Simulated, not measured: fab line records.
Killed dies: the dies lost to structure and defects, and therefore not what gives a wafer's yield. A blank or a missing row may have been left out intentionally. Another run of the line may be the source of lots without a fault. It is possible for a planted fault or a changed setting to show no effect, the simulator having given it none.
fab line records	flow ritCmos
record: lots: 5	wafers: 15	lastDay: 6
route steps=202 shown M1@186
lots with no fault: from the same line, run without faults
startH: hours from the record's opening day to when the first of the lot's shown wafers began	waitH: hours from the lot's prior step to this one	" identical to the entry in the row above	L1.1+2: several wafers, shown together as one row	- either no value or no given start	* or withheld: withheld	< > ~ a bound
route shown NAME@n: NAME is a module with steps in the file, n the number in the route of the first one	usual: mean and standard deviation over wafers with no fault	same: alike in all rows	chamber/n: place in a boat	sites: per-site readings	_std_site: the values' standard deviation	_edge_site: outer sites' mean less inner sites'	radiusMm: for every site, how far away it sits from the centre of the wafer	mask NAME#n: copy n	behind: tool/chamber where the wafer was last shaped	hold: why the lot went on hold/how many hours it stayed there/how the hold came to an end	device: the n, p or np transistor that did not switch	end of line: at the end of the route, the tests of the same wafers	where a step has no rows: the recipe by itself	killed: dies that structure and defects cost at the first sort, which is not the same as the wafer's yield	map: dies across one wafer; x = killed, . = not, _ = none there
set.NAME: the setting that was run; set.NAME@STEP: the one run at that earlier step	model.NAME: the simulator's own value behind a step, which no gauge read
certain route steps with their lots: each step a table, each wafer a row
services: the hour from which a tool's chamber was out of use, counted from the record's first day as startH (under 0 if before that day), plus the number of hours and why
== steps ==
step: RIT_M1_THK_MEAS_02
recipe: thkMeasGauge: xrf	reads: Al_of_M1_SPUTTER_00
usual: M1_AL_THK: 413/6.5
lot.wafer	tool	chamber	startH	waitH	M1_AL_THK[nm]
L080.1	filmMetro-03	-	84.86	0.1	402
L080.3	"	-	"	"	408
L080.5	"	-	"	"	403
L081.2	filmMetro-03	-	88.70	0.1	422
L081.4	"	-	"	"	419
L081.5	"	-	"	"	420
L082.1	filmMetro-03	-	95.30	0.1	407
L082.5	"	-	"	"	404
L082.6	"	-	"	"	414
L083.1	filmMetro-04	-	103.72	0.1	415
L083.4	"	-	"	"	413
L083.5	"	-	"	"	410
L092.3	filmMetro-02	-	142.76	0.1	416
L092.4	"	-	"	"	419
L092.5	"	-	"	"	415
step: RIT_M1_HMDS_03
recipe: primeTimeS: 60	primeTempC: 140
lot.wafer	tool	chamber	startH	waitH
L080.1+3+5	lithoTrack-03	0	84.92	0.1
L081.2+4+5	lithoTrack-03	0	88.78	0.1
L082.1+5+6	lithoTrack-03	0	95.36	0.1
L083.1+4+5	lithoTrack-02	0	103.78	0.1
L092.3+4+5	lithoTrack-04	0	142.85	0.1
step: RIT_M1_COAT_04
recipe: resist: NOVOLAK	spinRpm: 2000	resistThkNm: 1300
lot.wafer	tool	chamber	startH	waitH
L080.1+3+5	lithoTrack-03	0	85.07	0.1
L081.2+4+5	lithoTrack-03	0	88.93	0.1
L082.1+5+6	lithoTrack-03	0	95.51	0.1
L083.1+4+5	lithoTrack-02	0	103.93	0.1
L092.3+4+5	lithoTrack-04	0	143.00	0.1
step: RIT_M1_SOFTBAKE_05
recipe: resist: NOVOLAK	tempC: 90	timeS: 60
lot.wafer	tool	chamber	startH	waitH
L080.1+3+5	lithoTrack-03	0	85.22	0.1
L081.2+4+5	lithoTrack-03	0	89.08	0.1
L082.1+5+6	lithoTrack-03	0	95.66	0.1
L083.1+4+5	lithoTrack-02	0	104.08	0.1
L092.3+4+5	lithoTrack-04	0	143.15	0.1
step: RIT_M1_EXPOSE_06
recipe: maskId: M12	na: 0.6	sourceShape: conventional	sigmaOuter: 0.5	targetCdNm: 2600	doseMj: 250
lot.wafer	tool	chamber	startH	waitH	mask
L080.1+3+5	ilineStepper-01	0	85.50	0.2	M12#0
L081.2+4+5	ilineStepper-02	0	89.34	0.2	M12#0
L082.1+5+6	ilineStepper-02	0	95.81	0.1	M12#0
L083.1+4+5	ilineStepper-01	0	104.35	0.2	M12#0
L092.3+4+5	ilineStepper-01	0	143.41	0.2	M12#0
step: RIT_M1_PEB_07
recipe: resist: NOVOLAK	tempC: withheld	timeS: withheld
lot.wafer	tool	chamber	startH	waitH
L080.1+3+5	lithoTrack-03	0	85.61	0.1
L081.2+4+5	lithoTrack-03	0	89.47	0.1
L082.1+5+6	lithoTrack-04	0	95.92	0.1
L083.1+4+5	lithoTrack-04	0	104.47	0.1
L092.3+4+5	lithoTrack-02	0	143.54	0.1
step: RIT_M1_DEVELOP_08
recipe: resist: NOVOLAK	developTimeS: 68	devTempC: 23
lot.wafer	tool	chamber	startH	waitH
L080.1+3+5	lithoTrack-03	0	-	-
L081.2+4+5	lithoTrack-03	0	-	-
L082.1+5+6	lithoTrack-04	0	-	-
L083.1+4+5	lithoTrack-04	0	-	-
L092.3+4+5	lithoTrack-02	0	-	-
step: RIT_M1_CD_MEAS_09
recipe: targetCdNm: 2600
usual: cdNm: 2600.0/2.1
lot.wafer	tool	chamber	startH	waitH	cdNm
L080.1	cdSem-02	-	85.97	-	2603.3
L080.3	"	-	"	"	2602.5
L080.5	"	-	"	"	2602.6
L081.2	cdSem-02	-	89.77	-	2600.4
L081.4	"	-	"	"	2601.0
L081.5	"	-	"	"	2600.0
L082.1	cdSem-02	-	96.24	-	2600.1
L082.5	"	-	"	"	2602.0
L082.6	"	-	"	"	2600.0
L083.1	cdSem-02	-	104.78	-	2599.7
L083.4	"	-	"	"	2601.5
L083.5	"	-	"	"	2601.5
L092.3	cdSem-01	-	143.85	-	2599.1
L092.4	"	-	"	"	2600.1
L092.5	"	-	"	"	2599.3
step: RIT_M1_OVL_MEAS_10
usual: M1_OVL: 0.9/1.4
lot.wafer	tool	chamber	startH	waitH	M1_OVL[nm]
L080.1	overlay-01	-	86.09	0.1	4.7
L080.3	"	-	"	"	2.1
L080.5	"	-	"	"	3.0
L081.2	overlay-01	-	89.88	0.1	2.5
L081.4	"	-	"	"	1.9
L081.5	"	-	"	"	2.6
L082.1	overlay-01	-	96.36	0.1	-0.1
L082.5	"	-	"	"	-0.3
L082.6	"	-	"	"	0.6
L083.1	overlay-02	-	104.90	0.1	-0.7
L083.4	"	-	"	"	-2.1
L083.5	"	-	"	"	-1.3
L092.3	overlay-02	-	143.94	0.1	2.1
L092.4	"	-	"	"	0.8
L092.5	"	-	"	"	2.0
step: RIT_M1_HARDBAKE_11
recipe: resist: NOVOLAK	tempC: 140	timeS: 120
lot.wafer	tool	chamber	startH	waitH
L080.1+3+5	lithoTrack-04	0	86.13	0.0
L081.2+4+5	lithoTrack-03	0	89.95	0.1
L082.1+5+6	lithoTrack-04	0	96.39	0.0
L083.1+4+5	lithoTrack-04	0	104.94	0.0
L092.3+4+5	lithoTrack-03	0	144.04	0.1
step: RIT_M1_METAL_ETCH_12
recipe: stopOn: SiO2	chemistry: Cl2/BCl3	target: Al	timeS: 165	overEtchFrac: 0.5	pressureMtorr: 100	targetDepthA: 6000	rfW: 250	Cl2_flow_sccm: 60	bcl3FlowSccm: 50
usual: drypumpMotorCurrentA: 5.7/0.36	mfcCl2Sccm: 59.99/0.18	oesProductAu: 0.784/0.013	throttleValvePct: 8.31/0.1
lot.wafer	tool	chamber	startH	waitH	drypumpMotorCurrentA	mfcCl2Sccm	oesProductAu	rfHoursCounterH	throttleValvePct
L080.1	rieMetal-04	0	86.38	0.2	5.9	59.78	0.747	34	8.33
L080.3	"	0	"	"	6.0	60.28	0.765	-	8.32
L080.5	"	0	"	"	6.0	59.89	0.760	-	8.31
L081.2	rieMetal-01	1	90.16	0.2	5.0	59.79	0.793	1	8.26
L081.4	"	1	"	"	5.0	59.86	0.803	-	8.27
L081.5	"	1	"	"	5.0	59.96	0.800	-	8.28
L082.1	rieMetal-03	0	96.64	0.2	5.5	59.99	0.777	4	8.16
L082.5	"	1	"	"	5.9	59.93	0.777	-	8.32
L082.6	"	0	"	"	5.5	60.01	0.793	-	8.16
L083.1	rieMetal-04	0	105.19	0.2	6.0	60.12	0.766	35	8.30
L083.4	"	1	"	"	5.6	60.39	0.771	-	8.25
L083.5	"	1	"	"	5.6	60.38	0.766	-	8.25
L092.3	rieMetal-01	0	144.32	0.2	6.0	59.78	0.792	-	8.49
L092.4	"	0	"	"	6.0	59.85	0.792	-	8.48
L092.5	"	0	"	"	6.0	59.91	0.792	-	8.49
step: RIT_M1_STRIP_13
recipe: chemistry: nmp	resist: NOVOLAK	tempC: 80	timeS: 600	dry: n2Spin
lot.wafer	tool	chamber	startH	waitH
L080.1+3+5	wetBench-01	0	86.54	0.1
L081.2+4+5	wetBench-03	0	90.32	0.1
L082.1+5+6	wetBench-03	2	96.81	0.1
L083.1+4+5	wetBench-04	1	105.35	0.1
L092.3+4+5	wetBench-03	2	144.54	0.2
step: RIT_M1_STRIP_14
recipe: chemistry: O2	timeS: 180	platenTempC: withheld	powerW: 500	pressureMtorr: 4000	o2FlowSccm: 4000
usual: drypumpMotorCurrentA: 5.6/0.41
lot.wafer	tool	chamber	startH	waitH	drypumpMotorCurrentA	rfHoursCounterH
L080.1	plasmaAsher-04	1	86.72	0.0	5.3	46
L080.3	"	1	"	"	5.3	-
L080.5	"	0	"	"	6.0	-
L081.2	plasmaAsher-04	0	90.51	0.0	6.0	46
L081.4	"	0	"	"	6.0	-
L081.5	"	1	"	"	5.4	-
L082.1	plasmaAsher-03	0	97.00	0.0	5.6	33
L082.5	"	0	"	"	5.6	-
L082.6	"	1	"	"	5.5	-
L083.1	plasmaAsher-02	0	105.53	0.0	6.3	48
L083.4	"	0	"	"	6.2	-
L083.5	"	1	"	"	4.9	-
L092.3	plasmaAsher-03	0	144.79	0.1	5.5	-
L092.4	"	1	"	"	5.5	-
L092.5	"	0	"	"	5.5	-
step: RIT_M1_CD_MEAS_90
recipe: targetCdNm: 2600
usual: cdNm: 2600.9/2.8
lot.wafer	tool	chamber	startH	waitH	cdNm
L080.1	cdSem-02	-	86.89	0.1	2603.2
L080.3	"	-	"	"	2601.8
L080.5	"	-	"	"	2601.5
L081.2	cdSem-02	-	90.71	0.1	2600.2
L081.4	"	-	"	"	2603.3
L081.5	"	-	"	"	2601.2
L082.1	cdSem-02	-	97.17	0.1	2603.0
L082.5	"	-	"	"	2600.3
L082.6	"	-	"	"	2603.4
L083.1	cdSem-02	-	105.70	0.1	2597.8
L083.4	"	-	"	"	2601.1
L083.5	"	-	"	"	2600.4
L092.3	cdSem-01	-	144.94	0.1	2600.1
L092.4	"	-	"	"	2602.7
L092.5	"	-	"	"	2601.8
step: RIT_M1_ANNEAL_15
recipe: tempC: 450	timeS: 1800	ambient: forming_gas_H2N2
usual: zonePowerLoadPct: 6.8/0.35
lot.wafer	tool	chamber	startH	waitH	zonePowerLoadPct
L080.1	-	-	87.01	0.1	6.7
L080.3	"	-	"	"	6.8
L080.5	"	-	"	"	6.8
L081.2	-	-	91.96	1.2	6.4
L081.4	"	-	"	"	6.4
L081.5	"	-	"	"	6.3
L082.1	-	-	97.46	0.3	6.8
L082.5	"	-	"	"	6.8
L082.6	"	-	"	"	6.9
L083.1	-	-	106.89	1.2	7.2
L083.4	"	-	"	"	7.2
L083.5	"	-	"	"	7.2
L092.3	-	-	145.02	0.1	6.8
L092.4	"	-	"	"	6.7
L092.5	"	-	"	"	6.8
step: RIT_M1_BOW_MEAS_16
recipe: mode: bow
usual: M1_BOW: 16/6.3
lot.wafer	tool	chamber	startH	waitH	M1_BOW[um]
L080.1	filmMetro-04	-	88.51	0.0	11
L080.3	"	-	"	"	9
L080.5	"	-	"	"	19
L081.2	filmMetro-03	-	93.48	0.0	24
L081.4	"	-	"	"	30
L081.5	"	-	"	"	27
L082.1	filmMetro-02	-	98.96	0.0	8
L082.5	"	-	"	"	10
L082.6	"	-	"	"	14
L083.1	filmMetro-02	-	108.39	0.0	20
L083.4	"	-	"	"	18
L083.5	"	-	"	"	20
L092.3	filmMetro-04	-	146.56	0.0	9
L092.4	"	-	"	"	11
L092.5	"	-	"	"	12
step: RIT_M1_PROBE_99
usual: defectLimitedYield: 97.4/1.2	killedAtFrontEnd: 7/3.1	killedDies: 7/3.1	killedOpen: 3.5/2.2	killedShort: 3.3/1.9	sort_bin_3_pad_short: 0.1/0.21	sort_bin_5_function: 1.4/0.81	sort_bin_6_memory: 1.0/0.65	sortNPass: 257/3.1	sortYieldPct: 97.4/1.2
same: grossDies: 264	killed_at_M0_to_M3: 0	killed_at_M4_up: 0	killedAtBackSide: 0	killedAtContacts: 0	killedAtOther: 0
lot.wafer	tool	chamber	startH	waitH	defectLimitedYield[%]	killedAtFrontEnd	killedDies	killedOpen	killedShort	sort_bin_3_pad_short[%]	sort_bin_5_function[%]	sort_bin_6_memory[%]	sortNPass	sortYieldPct[%]
L080.1	prober-01	-	88.63	0.1	96.6	9	9	5	4	0.4	1.9	1.1	255	96.6
L080.3	prober-01	-	88.73	0.2	96.6	9	9	5	4	0	1.9	1.5	255	96.6
L080.5	prober-01	-	88.83	0.2	96.6	9	9	3	6	0	1.9	1.5	255	96.6
L081.2	prober-02	-	93.63	0.1	97.7	6	6	4	2	0	1.5	0.8	258	97.7
L081.4	prober-02	-	93.73	0.2	97.3	7	7	2	5	0.4	1.9	0.4	257	97.3
L081.5	prober-02	-	93.78	0.2	97.3	7	7	5	2	0	1.5	1.1	257	97.3
L082.1	prober-01	-	99.08	0.1	97.3	7	7	2	5	0	1.9	0.8	257	97.3
L082.5	prober-01	-	99.28	0.2	98.5	4	4	3	1	0	1.1	0.4	260	98.5
L082.6	prober-01	-	99.33	0.2	97.3	7	7	4	3	0	1.5	1.1	257	97.3
L083.1	prober-02	-	108.51	0.1	96.2	10	10	4	6	0.4	1.5	1.9	254	96.2
L083.4	prober-02	-	108.66	0.2	97.7	6	6	4	2	0	1.9	0.4	258	97.7
L083.5	prober-02	-	108.71	0.2	98.1	5	5	5	0	0	1.1	0.8	259	98.1
L092.3	prober-01	-	146.74	0.2	97.3	7	7	3	4	0	1.5	1.1	257	97.3
L092.4	prober-01	-	146.79	0.2	97.7	6	6	3	3	0	1.1	1.1	258	97.7
L092.5	prober-01	-	146.84	0.2	96.6	9	9	4	5	0.4	1.5	1.5	255	96.6
killed by level:class
L080.1 GATE:geometricParticle:short=2 GATE:geometricParticle:open=2 SILICIDE:geometricParticle:open=2 FOX2:geometricParticle:short=1 REOX:geometricParticle:open=1 SILICIDE:geometricParticle:short=1
L080.3 GATE:geometricParticle:open=2 GATE:geometricParticle:short=2 FOX2:geometricParticle:open=1 REOX:geometricParticle:open=1 SPACER:geometricParticle:open=1 SPACER:geometricParticle:short=1 SILICIDE:geometricParticle:short=1
L080.5 FOX2:geometricParticle:short=3 GATE:geometricParticle:open=3 FOX1:geometricParticle:short=1 GATE:geometricParticle:short=1 REOX:geometricParticle:short=1
L081.2 REOX:geometricParticle:open=2 GATE:geometricParticle:short=1 GATE:geometricParticle:open=1 SILICIDE:geometricParticle:open=1 SILICIDE:geometricParticle:short=1
L081.4 GATE:geometricParticle:short=2 FOX1:geometricParticle:open=1 FOX1:geometricParticle:short=1 REOX:geometricParticle:open=1 REOX:geometricParticle:short=1 SILICIDE:geometricParticle:short=1
L081.5 GATE:geometricParticle:short=2 GATE:geometricParticle:open=2 REOX:geometricParticle:open=2 SPACER:geometricParticle:open=1
L082.1 REOX:geometricParticle:short=4 GATE:geometricParticle:short=1 REOX:geometricParticle:open=1 SILICIDE:geometricParticle:open=1
L082.5 REOX:geometricParticle:open=2 FOX1:geometricParticle:open=1 GATE:geometricParticle:short=1
L082.6 FOX1:geometricParticle:open=1 GATE:geometricParticle:open=1 REOX:geometricParticle:short=1 REOX:geometricParticle:open=1 SPACER:geometricParticle:short=1 SILICIDE:geometricParticle:open=1 SILICIDE:geometricParticle:short=1
L083.1 SPACER:geometricParticle:short=5 SPACER:geometricParticle:open=2 FOX2:geometricParticle:open=1 GATE:geometricParticle:short=1 GATE:geometricParticle:open=1
L083.4 GATE:geometricParticle:open=3 SPACER:geometricParticle:short=2 FOX1:geometricParticle:open=1
L083.5 GATE:geometricParticle:open=3 REOX:geometricParticle:open=1 SPACER:geometricParticle:open=1
L092.3 FOX1:geometricParticle:open=2 REOX:geometricParticle:short=2 GATE:geometricParticle:open=1 SPACER:geometricParticle:short=1 SILICIDE:geometricParticle:short=1
L092.4 GATE:geometricParticle:short=2 GATE:geometricParticle:open=1 REOX:geometricParticle:short=1 REOX:geometricParticle:open=1 SPACER:geometricParticle:open=1
L092.5 REOX:geometricParticle:short=3 GATE:geometricParticle:short=2 GATE:geometricParticle:open=2 SPACER:geometricParticle:open=1 SILICIDE:geometricParticle:open=1
== services ==
tool	chamber	startH	hours	kind
rieMetal-03	1	76.17	5.1	repair
plasmaAsher-02	-	80.01	1.5	repair
ilineStepper-01	-	98.45	4.4	pm
plasmaAsher-04	-	99.22	2.8	pm
plasmaAsher-02	-	108.75	9.0	pm
plasmaAsher-02	0	108.75	9.0	ventCycle
plasmaAsher-02	1	108.75	9.0	ventCycle
plasmaAsher-03	-	114.53	2.8	pm
plasmaAsher-02	0	117.75	-	clean
plasmaAsher-02	1	117.75	-	clean
rieMetal-01	-	127.01	1.3	repair
furnace-04	-	127.04	3.1	pm
rieMetal-04	-	136.12	20.0	pm
rieMetal-04	0	136.12	20.0	ventCycle
rieMetal-04	1	136.12	20.0	ventCycle
rieMetal-01	0	136.95	4.2	repair
plasmaAsher-02	-	137.37	1.0	repair
rieMetal-01	1	138.84	16.7	repair
== key ==
fault none
